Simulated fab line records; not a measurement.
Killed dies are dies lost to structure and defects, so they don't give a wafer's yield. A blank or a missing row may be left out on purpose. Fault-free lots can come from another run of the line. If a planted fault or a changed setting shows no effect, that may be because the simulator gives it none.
One fault seen from 2 desks | flow ritCmos | only its own numbers are on each desk; what lay behind them is given at the end

AT THE METROLOGY DESK
Lot by lot, what the gauges showed, no matter which tool ran the lot: averages of those sampled wafers that carry a number. A lot is out of limits, marked OUT, if its mean lies more than 4 standard deviations from the usual mean; the brackets give that distance.
Columns: A = CONTACT_TEOS_THK at RIT_CONTACT_THK_MEAS_01, usual 404 nm
lot  | first seen here | A
L646 | day 3 17:38     | 400
L663 | day 7 04:12     | 398
L664 | day 7 11:22     | 408
L667 | day 8 02:58     | 419
This desk's finding: nothing out of limits on any of the 4 lots.

DESK OF THE TOOL OWNER: pecvd-01
The tool's own readings at RIT_CONTACT_CVD_00 (deposits SiO2 from TEOS, target thk 400 nm, time 61 s): means of the sampled wafers that have a number, for each lot that ran on this tool. A lot is out of limits, marked OUT, if its mean lies more than 4 standard deviations from the usual mean; the brackets give that distance.
Columns: A = heaterPowerW at RIT_CONTACT_CVD_00, usual 318 W; B = rfFwdPowerW at RIT_CONTACT_CVD_00, usual 409.3 W; C = runLengthS at RIT_CONTACT_CVD_00, usual 88.7 s
lot  | first seen here | A   | B     | C
L646 | day 3 17:34     | 284 | 412.2 | 89.0
L664 | day 7 11:18     | 305 | 410.8 | 89.4
L667 | day 8 02:53     | 364 | 409.9 | 90.9
This desk's finding: nothing out of limits on any of the 3 lots.

PUT TOGETHER
At the metrology desk, nothing out of limits was observed.
The tool owner's desk saw nothing out of limits.

WHAT THE SIMULATOR HAD INSERTED
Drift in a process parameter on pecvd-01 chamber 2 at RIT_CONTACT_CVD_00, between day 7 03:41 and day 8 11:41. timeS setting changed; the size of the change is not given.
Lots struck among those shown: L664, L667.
